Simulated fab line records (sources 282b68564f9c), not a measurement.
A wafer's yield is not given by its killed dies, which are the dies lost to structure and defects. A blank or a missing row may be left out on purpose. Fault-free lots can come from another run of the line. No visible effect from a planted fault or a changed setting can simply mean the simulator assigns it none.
Which tool is to blame? | flow ritCmos | 21 wafers from 7 lots sampled at 2 of the route's 202 steps

== WHAT THE GAUGES SHOWED, per wafer ==
RIT_NRETRO_OVL_MEAS_06.
lot  | measured    | on         | NRETRO_OVL (nm)
L129 | day 2 13:15 | overlay-01 | 0.3 0.8 0.0
L131 | day 2 20:44 | overlay-01 | -0.5 1.7 0.0
L133 | day 3 09:15 | overlay-01 | -0.6 -1.5 -1.8
L135 | day 3 18:09 | overlay-02 | - - -
L141 | day 5 00:29 | overlay-02 | - - -
L148 | day 6 10:09 | overlay-02 | -2.7 -1.3 0.1
L151 | day 7 03:03 | overlay-02 | 0.3 -1.7 -1.7

== WHAT TOOL EACH LOT RAN ON (gives the tool, then ch and the chambers of the sampled wafers, and finally the start) ==
lot  | RIT_NRETRO_EXPOSE_03
L129 | ilineStepper-01 ch 0, day 2 12:49
L131 | ilineStepper-01 ch 0, day 2 20:18
L133 | ilineStepper-02 ch 0, day 3 08:49
L135 | ilineStepper-01 ch 0, day 3 17:43
L141 | ilineStepper-01 ch 0, day 5 00:03
L148 | ilineStepper-02 ch 0, day 6 09:43
L151 | ilineStepper-02 ch 0, day 7 02:38
- RIT_NRETRO_EXPOSE_03: exposes mask M4, target cd 43900 nm.

== THE ANSWER, worked out from the rows above alone ==
Rule: the lots themselves supply what counts as usual. The widest of any qualifying gaps counts: lots, ordered by their means at a reading, are off when they make up no more than a third of the lots, leave a main group of 4 or more, and stand apart from it by 3 or more times the standard deviation of that group's means. A main group whose means are all the same, to the digits that the tables above print for the reading, isn't used. A lot without any number at a reading at which 4 lots or more have one is off too. The other lots that the step has rows for count as sound.
Off: L135, L141, seen at RIT_NRETRO_OVL_MEAS_06 (NRETRO_OVL). Without a number there: L135, L141. For the main group the mean is -0.6 nm and the standard deviation 0.79.
A tool fits if, at a process step before that reading, it ran every lot that is off, and no sound lot after the first of them. Those tools and the gauges at RIT_NRETRO_OVL_MEAS_06 are tried in the same way. One candidate fits, namely ilineStepper-01 at RIT_NRETRO_EXPOSE_03. Its last sound lot is L131 (day 2 20:18), its first lot that is off L135 (day 3 17:43): a fault that began between those two fits.

== WHAT THE SIMULATOR PUT IN ==
Scanner matching overlay: ilineStepper-01, from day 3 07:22 on, at RIT_NRETRO_EXPOSE_03. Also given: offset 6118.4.
Struck lots among those shown: L135, L141. The rule above reached the same finding.
